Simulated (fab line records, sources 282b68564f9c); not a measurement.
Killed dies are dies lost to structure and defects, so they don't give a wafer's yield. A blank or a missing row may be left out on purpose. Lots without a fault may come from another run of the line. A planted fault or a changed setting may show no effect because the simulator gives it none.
fab line records | flow rit_cmos | part 2 of 2: steps 26 to 36 of 36
record lots=5 wafers=15 last_day=6
route steps=202 shown PWELL@48 WELLDRIVE@50 NWELL@51 NRETRO@53 PRETRO@64 GATE@75 FOX2@80
lots that met no fault: from a run of the same line without faults
start_h: hours from the record's first day to the start of the lot's first wafer shown | wait_h: hours since the lot's step before | " the same as in the row above | L1.1+2: a row that stands for several wafers | - no value, or no start given | * or withheld: withheld | < > ~ a bound
route shown NAME@n: a module of which the file shows steps, and the number in the route of the first | usual: mean/standard deviation of fault-free wafers | same: alike in all rows | chamber/n: place in a boat | sites: the reading at each site | _std_site: their standard deviation | _edge_site: outer sites' mean less inner sites' | radius_mm: how far each site lies from the wafer's centre | mask NAME#n: copy n | behind: the tool/chamber that last shaped the wafer | hold: why the lot was held/for how many hours/how that ended | device: the transistor (n, p or np) that didn't switch | end of line: the same wafers' tests at the end of the route | a step without rows: its recipe alone | killed: dies lost to structure and defects at the first sort, not the wafer's yield | map: a wafer's dies, x killed, . not, _ none there
set.NAME: the setting as run; set.NAME@STEP: as run at that earlier step | model.NAME: the simulator's own value behind a step, which no gauge read
lots at some steps of the route; a table a step, a row a wafer
services: from which hour (start_h, from the record's first day; less than 0 if before it) a tool's chamber was out of use, for how many hours, and why
## steps
# step RIT_PRETRO_STRIP_09
# recipe chemistry=O2 time_s=180 resist=NOVOLAK platen_temp_c=withheld power_w=500 pressure_mtorr=4000 o2_flow_sccm=4000
# usual drypump_motor_current_A=5.8/0.6
# columns lot.wafer tool chamber start_h wait_h drypump_motor_current_A rf_hours_counter_h
L074.3 plasma_asher-01 0 32.34 0.1 5.3 -
L074.4 " 1 " " 4.8 -
L074.5 " 0 " " 5.4 -
L075.3 plasma_asher-02 1 35.80 0.1 6.5 -
L075.5 " 1 " " 6.5 -
L075.6 " 0 " " 6.0 -
L084.1 plasma_asher-01 1 82.02 0.1 4.8 46
L084.3 " 1 " " 4.8 -
L084.6 " 0 " " 5.4 -
L085.1 plasma_asher-02 1 89.97 0.1 6.5 29
L085.2 " 0 " " 6.0 29
L085.3 " 0 " " 6.0 -
L091.3 plasma_asher-02 0 117.82 0.1 6.0 -
L091.4 " 1 " " 6.5 -
L091.6 " 1 " " 6.5 -
# step RIT_PRETRO_TW_MEAS_10
# usual PRETRO_TW=474.2/2.9
# columns lot.wafer tool chamber start_h wait_h PRETRO_TW
L074.3 film_metro-04 - 32.48 0.1 476.6
L074.4 " - " " 475.2
L074.5 " - " " 475.8
L075.3 film_metro-04 - 35.94 0.1 475.2
L075.5 " - " " 476.4
L075.6 " - " " 475.6
L084.1 film_metro-01 - 82.20 0.1 476.9
L084.3 " - " " 477.9
L084.6 " - " " 478.1
L085.1 film_metro-03 - 90.15 0.1 468.7
L085.2 " - " " 469.8
L085.3 " - " " 469.8
L091.3 film_metro-04 - 117.95 0.1 476.3
L091.4 " - " " 480.0
L091.6 " - " " 477.2
# step RIT_GATE_WET_ETCH_00
# recipe chemistry=BOE target=SiO2 target_depth_nm=56 time_s=60 dry=n2_spin dilution=10:1 temp_c=21.5
# usual bath_heat_duty_pct=1.7/0.36
# columns lot.wafer tool chamber start_h wait_h bath_heat_duty_pct
L074.3 wet_bench-03 3 32.52 0.0 1.9
L074.4 " 3 " " 2.2
L074.5 " 3 " " 1.7
L075.3 wet_bench-01 1 35.98 0.0 2.6
L075.5 " 1 " " 2.4
L075.6 " 1 " " 1.2
L084.1 wet_bench-01 3 82.26 0.1 1.3
L084.3 " 3 " " 1.7
L084.6 " 3 " " 1.0
L085.1 wet_bench-03 2 90.21 0.1 1.6
L085.2 " 2 " " 1.4
L085.3 " 2 " " 1.7
L091.3 wet_bench-01 1 117.99 0.0 1.7
L091.4 " 1 " " 1.5
L091.6 " 1 " " 1.5
# step RIT_GATE_CLEAN_01
# recipe chemistry=SC1 mix=3:3:50 time_s=600 temp_c=75
# usual bath_heat_duty_pct=15.3/1.3
# columns lot.wafer tool chamber start_h wait_h bath_heat_duty_pct
L074.3 wet_bench-02 2 32.55 0.0 16.3
L074.4 " 2 " " 15.5
L074.5 " 2 " " 16.2
L075.3 wet_bench-03 2 36.00 0.0 15.8
L075.5 " 2 " " 16.0
L075.6 " 2 " " 15.1
L084.1 wet_bench-02 2 82.28 0.0 15.4
L084.3 " 2 " " 15.5
L084.6 " 2 " " 15.3
L085.1 wet_bench-02 3 90.23 0.0 14.9
L085.2 " 3 " " 15.6
L085.3 " 3 " " 13.4
L091.3 wet_bench-03 2 118.02 0.0 16.7
L091.4 " 2 " " 15.8
L091.6 " 2 " " 13.7
# step RIT_GATE_CLEAN_02
# recipe chemistry=dHF dilution=50:1 time_s=30
# columns lot.wafer tool chamber start_h wait_h
L074.3+4+5 wet_bench-03 0 32.72 0.0
L075.3+5+6 wet_bench-02 3 36.21 0.0
L084.1+3+6 wet_bench-03 1 82.46 0.0
L085.1+2+3 wet_bench-01 2 90.41 0.0
L091.3+4+6 wet_bench-02 2 118.19 0.0
# step RIT_GATE_CLEAN_03
# recipe chemistry=SC2 mix=3:3:50 time_s=600 temp_c=75 dry=n2_spin
# usual bath_heat_duty_pct=15.2/1
# columns lot.wafer tool chamber start_h wait_h bath_heat_duty_pct
L074.3 wet_bench-01 1 32.74 0.0 15.7
L074.4 " 1 " " 14.7
L074.5 " 1 " " 15.1
L075.3 wet_bench-01 2 36.23 0.0 16.0
L075.5 " 2 " " 16.0
L075.6 " 2 " " 16.3
L084.1 wet_bench-01 1 82.47 0.0 15.1
L084.3 " 1 " " 16.3
L084.6 " 1 " " 15.7
L085.1 wet_bench-03 0 90.42 0.0 13.3
L085.2 " 0 " " 14.7
L085.3 " 0 " " 12.7
L091.3 wet_bench-03 2 118.21 0.0 16.4
L091.4 " 2 " " 17.1
L091.6 " 2 " " 15.9
# step RIT_GATE_CLEAN_04
# recipe chemistry=dHF dilution=50:1 time_s=60 dry=n2_spin
# columns lot.wafer tool chamber start_h wait_h
L074.3+4+5 wet_bench-02 1 32.92 0.0
L075.3+5+6 wet_bench-03 2 36.41 0.0
L084.1+3+6 wet_bench-03 3 82.65 0.0
L085.1+2+3 wet_bench-02 2 90.60 0.0
L091.3+4+6 wet_bench-02 0 118.39 0.0
# step RIT_FOX2_THK_MEAS_91
# recipe reads=SiO2_of_FOX2_OXIDATION_00
# usual FIELD_OXIDE_LEFT_2_THK=253/5.7
# columns lot.wafer tool chamber start_h wait_h FIELD_OXIDE_LEFT_2_THK[nm]
L074.3 film_metro-02 - 32.96 0.0 259
L074.4 " - " " 259
L074.5 " - " " 258
L075.3 film_metro-03 - 36.45 0.0 248
L075.5 " - " " 248
L075.6 " - " " 247
L084.1 film_metro-03 - 82.67 0.0 251
L084.3 " - " " 256
L084.6 " - " " 255
L085.1 film_metro-02 - 90.62 0.0 250
L085.2 " - " " 252
L085.3 " - " " 246
L091.3 film_metro-02 - 118.43 0.0 255
L091.4 " - " " 252
L091.6 " - " " 249
# step RIT_GATE_OXIDATION_05
# recipe temp_c=900 ambient=O2 target_thk_a=30 ox_time_s=270
# usual zone_power_centre_pct=40.2/1 zone_power_source_pct=24.8/2.2
# columns lot.wafer tool chamber start_h wait_h zone_power_centre_pct zone_power_source_pct
L074.3 furnace-03 0 33.00 0.0 41.2 27.3
L074.4 " 0 " " 40.2 27.7
L074.5 " 0 " " 41.3 27.4
L075.3 furnace-01 0 36.49 0.0 39.2 23.2
L075.5 " 0 " " 39.1 22.7
L075.6 " 0 " " 38.8 23.2
L084.1 furnace-01 0 82.73 0.1 39.5 23.1
L084.3 " 0 " " 38.8 22.9
L084.6 " 0 " " 38.8 23.3
L085.1 furnace-03 0 92.24 1.6 40.7 27.4
L085.2 " 0 " " 40.1 27.3
L085.3 " 0 " " 41.3 27.3
L091.3 furnace-03 0 119.60 1.2 40.8 27.3
L091.4 " 0 " " 40.3 27.8
L091.6 " 0 " " 40.3 27.1
# step RIT_GATE_ANNEAL_06
# recipe temp_c=900 time_s=600 ambient=N2O
# usual zone_power_centre_pct=40.2/1 zone_power_source_pct=25.3/2.3
# columns lot.wafer tool chamber start_h wait_h zone_power_centre_pct zone_power_source_pct
L074.3 furnace-03 0 34.08 0.0 40.3 27.6
L074.4 " 0 " " 40.3 27.8
L074.5 " 0 " " 41.6 27.6
L075.3 furnace-03 0 37.57 0.0 40.3 27.2
L075.5 " 0 " " 40.3 26.9
L075.6 " 0 " " 41.4 26.9
L084.1 furnace-03 0 84.72 0.9 40.2 27.8
L084.3 " 0 " " 41.6 27.4
L084.6 " 0 " " 40.5 26.9
L085.1 furnace-01 0 94.25 0.9 39.5 22.8
L085.2 " 0 " " 38.6 23.0
L085.3 " 0 " " 38.7 22.8
L091.3 furnace-01 0 121.64 1.0 39.0 22.6
L091.4 " 0 " " 38.6 22.8
L091.6 " 0 " " 38.7 23.0
# step RIT_GATE_THK_MEAS_07
# recipe reads=SiO2_of_GATE_OXIDATION_05
# usual GATE_OXIDE_THK=3.00/0.061
# columns lot.wafer tool chamber start_h wait_h GATE_OXIDE_THK[nm]
L074.3 film_metro-02 - 34.35 0.0 2.97
L074.4 " - " " 2.98
L074.5 " - " " 3.06
L075.3 film_metro-04 - 37.84 0.0 3.06
L075.5 " - " " 3.00
L075.6 " - " " 3.11
L084.1 film_metro-02 - 84.97 0.0 2.97
L084.3 " - " " 2.99
L084.6 " - " " 3.00
L085.1 film_metro-04 - 94.50 0.0 2.94
L085.2 " - " " 2.97
L085.3 " - " " 3.08
L091.3 film_metro-03 - 121.91 0.0 2.97
L091.4 " - " " 2.93
L091.6 " - " " 2.94
## services
# columns tool chamber start_h hours kind
implanter-02 - 3.53 10.3 pm
plasma_asher-03 - 12.93 5.3 repair
furnace-01 - 14.34 3.0 pm
iline_stepper-02 - 14.60 6.4 repair
furnace-02 - 29.05 4.0 pm
plasma_asher-02 - 31.32 2.8 pm
iline_stepper-01 - 37.26 26.9 repair
implanter-01 - 53.72 1.8 repair
implanter-04 - 54.87 3.8 pm
implanter-02 - 58.44 2.9 pm
plasma_asher-03 - 63.43 0.4 repair
iline_stepper-01 - 64.20 1.7 pm
iline_stepper-01 0 69.91 - calibration
implanter-02 - 78.32 2.1 repair
implanter-03 - 84.04 0.6 repair
furnace-02 - 91.54 3.4 pm
implanter-03 - 94.10 1.7 repair
iline_stepper-01 - 105.50 5.6 repair
plasma_asher-01 - 108.87 9.0 pm
plasma_asher-01 0 108.87 9.0 vent_cycle
plasma_asher-01 1 108.87 9.0 vent_cycle
plasma_asher-01 - 117.87 2.8 pm
plasma_asher-01 0 117.87 - clean
plasma_asher-01 - 120.62 14.6 pm
